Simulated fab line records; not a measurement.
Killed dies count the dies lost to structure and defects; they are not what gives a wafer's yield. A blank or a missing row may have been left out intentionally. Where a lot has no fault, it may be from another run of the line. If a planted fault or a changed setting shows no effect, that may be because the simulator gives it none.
Which of the tools did it? -- flow berkeley-cmos170 -- Sampling: 14 lots, 42 wafers, 6 of 331 route steps

WHAT EACH GAUGE READ, for each wafer
UCB170_NVT_OVL_MEAS_06.
lot,measured,on,NVT_OVL (nm)
L427,day 5 18:18,overlay-02,-7 0 3
L429,day 5 23:40,overlay-01,6 6 6
L428,day 5 23:58,overlay-01,9 0 -11
L431,day 6 07:27,overlay-02,6 6 7
L436,day 7 06:14,overlay-01,6 9 3
L435,day 7 06:23,overlay-02,-1 -3 4
L438,day 8 02:47,overlay-02,-2 8 0
L440,day 8 03:03,overlay-02,3 4 -2
L442,day 8 10:50,overlay-01,11 2 2
L443,day 9 06:12,overlay-02,1 -2 -7
L445,day 9 12:08,overlay-02,10 8 -3
L448,day 9 12:17,overlay-01,2 0 2
L449,day 9 12:25,overlay-02,-4 -17 -17
L447,day 9 12:49,overlay-01,-11 -4 5

UCB170_M1_THK_MEAS_02: measures by xrf.
lot,measured,on,M1_AL_THK (nm)
L427,day 7 14:02,film-metro-04,594 596 589
L429,day 7 14:23,film-metro-02,583 588 593
L428,day 7 11:32,film-metro-04,585 596 599
L431,day 7 19:17,film-metro-04,588 601 594
L436,day 8 19:14,film-metro-03,593 592 596
L435,day 8 19:33,film-metro-04,595 589 599
L438,day 9 16:04,film-metro-03,588 592 583
L440,day 9 16:29,film-metro-02,588 579 577
L442,day 9 22:41,film-metro-04,599 600 601
L443,day 10 14:41,film-metro-02,594 592 601
L445,day 11 04:05,film-metro-02,586 592 599
L448,day 11 00:17,film-metro-04,592 602 595
L449,day 11 02:34,film-metro-02,593 594 586
L447,day 11 02:25,film-metro-04,606 588 605

UCB170_M2_CD_MEAS_90: target cd 700 nm.
lot,measured,on,cd-nm (nm)
L427,day 7 22:57,cd-sem-02,704 699 702
L429,day 7 23:16,cd-sem-01,704 698 698
L428,day 7 22:41,cd-sem-02,701 700 702
L431,day 8 07:29,cd-sem-02,700 694 698
L436,day 9 08:20,cd-sem-01,699 703 704
L435,day 9 08:36,cd-sem-01,706 706 715
L438,day 10 02:23,cd-sem-02,708 702 701
L440,day 10 02:53,cd-sem-02,698 699 699
L442,day 10 10:56,cd-sem-01,697 698 697
L443,day 11 01:02,cd-sem-02,702 700 701
L445,day 11 16:29,cd-sem-02,704 696 700
L448,day 11 15:38,cd-sem-02,699 698 699
L449,day 11 15:31,cd-sem-02,695 699 699
L447,day 11 16:15,cd-sem-02,701 702 700

UCB170_V2_CD_MEAS_12: target cd 700 nm.
lot,measured,on,cd-nm (nm)
L427,day 8 00:55,cd-sem-02,700.8 699.9 700.9
L429,day 8 01:23,cd-sem-01,700.2 699.2 699.3
L428,day 8 00:37,cd-sem-02,700.8 702.0 699.9
L431,day 8 10:35,cd-sem-02,697.2 698.3 697.6
L436,day 9 10:28,cd-sem-01,700.9 699.1 701.0
L435,day 9 11:26,cd-sem-02,700.8 700.5 701.7
L438,day 10 05:28,cd-sem-02,699.1 699.9 698.7
L440,day 10 06:11,cd-sem-02,698.6 698.9 699.1
L442,day 10 12:56,cd-sem-02,698.0 696.7 697.6
L443,day 11 03:01,cd-sem-01,698.0 698.3 698.8
L445,day 11 20:17,cd-sem-02,701.3 700.3 699.8
L448,day 11 19:27,cd-sem-02,698.3 696.9 699.4
L449,day 11 19:20,cd-sem-02,702.0 702.2 701.9
L447,day 11 20:04,cd-sem-02,697.7 698.0 696.9

WHICH TOOL RAN EACH LOT (tool, then ch and the chambers of the sampled wafers, then the start)
lot,UCB170_M2_METAL_ETCH_18,UCB170_M2_STRIP_19
L427,"rie-metal-01 ch 0,1, day 7 22:40","plasma-asher-04 ch 0,1, day 7 22:51"
L429,"rie-metal-02 ch 0,1, day 7 22:59","plasma-asher-02 ch 0,1, day 7 23:10"
L428,"rie-metal-03 ch 1, day 7 22:23","plasma-asher-03 ch 0,1, day 7 22:34"
L431,"rie-metal-02 ch 0,1, day 8 07:12","plasma-asher-04 ch 0,1, day 8 07:23"
L436,"rie-metal-03 ch 0,1, day 9 08:03","plasma-asher-04 ch 0,1, day 9 08:14"
L435,"rie-metal-02 ch 0,1, day 9 08:18","plasma-asher-03 ch 0,1, day 9 08:29"
L438,"rie-metal-02 ch 0,1, day 10 02:05","plasma-asher-03 ch 0,1, day 10 02:17"
L440,"rie-metal-01 ch 0,1, day 10 02:36","plasma-asher-03 ch 0,1, day 10 02:47"
L442,"rie-metal-01 ch 0,1, day 10 10:39","plasma-asher-04 ch 0,1, day 10 10:50"
L443,"rie-metal-03 ch 1, day 11 00:44","plasma-asher-02 ch 0, day 11 00:55"
L445,"rie-metal-03 ch 0,1, day 11 16:11","plasma-asher-03 ch 0,1, day 11 16:23"
L448,"rie-metal-03 ch 0,1, day 11 15:18","plasma-asher-04 ch 0,1, day 11 15:29"
L449,"rie-metal-01 ch 0,1, day 11 15:11","plasma-asher-02 ch 0,1, day 11 15:22"
L447,"rie-metal-01 ch 0,1, day 11 15:56","plasma-asher-04 ch 0,1, day 11 16:08"
- UCB170_M2_METAL_ETCH_18: etches Al in Cl2/BCl3, stops on SiO2, target depth 1170 nm, time 195 s.
- UCB170_M2_STRIP_19: strips in O2.

WHAT THE TOOLS THEMSELVES READ (means of the sampled wafers that have a number; where no wafer has one, the mark that the record gives instead)
UCB170_M2_METAL_ETCH_18.
lot,tool,drypump-motor-current-A (A),mfc-cl2-sccm (sccm),oes-product-au (a.u.),rf-fwd-power-W (W),throttle-valve-pct (%)
L427,rie-metal-01,5.98,89.91,0.838,595.6,24.60
L429,rie-metal-02,6.06,89.94,0.871,598.5,24.05
L428,rie-metal-03,6.54,89.86,0.855,593.2,24.69
L431,rie-metal-02,6.21,89.71,0.852,599.8,24.10
L436,rie-metal-03,6.44,90.14,0.838,598.0,24.39
L435,rie-metal-02,6.19,89.92,0.865,596.1,24.10
L438,rie-metal-02,6.21,89.53,0.858,596.9,24.10
L440,rie-metal-01,6.20,89.90,0.834,596.0,24.45
L442,rie-metal-01,5.99,89.58,0.848,598.0,24.60
L443,rie-metal-03,6.53,89.80,0.844,597.6,24.70
L445,rie-metal-03,6.46,90.06,0.852,597.1,24.53
L448,rie-metal-03,6.45,89.97,0.836,598.3,24.38
L449,rie-metal-01,5.99,90.39,0.840,598.6,24.61
L447,rie-metal-01,5.99,89.87,0.838,598.3,24.61

UCB170_M2_STRIP_19.
lot,tool,drypump-motor-current-A (A),oes-product-au (a.u.)
L427,plasma-asher-04,6.06,0.518
L429,plasma-asher-02,5.80,0.541
L428,plasma-asher-03,5.79,0.525
L431,plasma-asher-04,6.14,0.530
L436,plasma-asher-04,6.14,0.536
L435,plasma-asher-03,5.94,0.602
L438,plasma-asher-03,5.78,0.602
L440,plasma-asher-03,5.95,0.523
L442,plasma-asher-04,6.18,0.525
L443,plasma-asher-02,6.20,0.524
L445,plasma-asher-03,5.80,0.540
L448,plasma-asher-04,6.07,0.534
L449,plasma-asher-02,5.99,0.516
L447,plasma-asher-04,6.15,0.528

THE ANSWER, worked out from the rows above alone
Rule: usual is defined by the lots themselves. Put in order of their means at a reading, lots are off if they are a third of the lots or fewer, leave a main group of 4 or more, and stand apart from it by a gap of 3 or more times the standard deviation of the main group's means; of several such gaps the widest counts. A main group is skipped when, at the precision printed for the reading in the tables above, its means are all equal. A lot without any number at a reading at which 4 lots or more have one is off too. Where the step has rows for the other lots, those lots are counted as sound. The gauges are gone through in route order, then the tools' own readings, and for those a lot's mean is taken as printed above. The first step at which some lot is off is used, and at that step the reading that is off furthest; a lot without a number counts as furthest.
Off, at UCB170_M2_STRIP_19 on oes-product-au: L435, L438. Main group: mean 0.528 a.u., sd 0.0077.
A tool fits if, at that step or a process step before it, it ran every lot that is off, and no sound lot after the first of them. One fits: UCB170_M2_METAL_ETCH_18 on rie-metal-02. A fault onset in the window from L431 (day 8 07:12, its last sound lot) to L435 (day 9 08:18, its first lot off) fits.

WHAT THE SIMULATOR HAD PUT IN
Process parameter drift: rie-metal-02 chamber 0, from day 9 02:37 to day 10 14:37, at UCB170_M2_METAL_ETCH_18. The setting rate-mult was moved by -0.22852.
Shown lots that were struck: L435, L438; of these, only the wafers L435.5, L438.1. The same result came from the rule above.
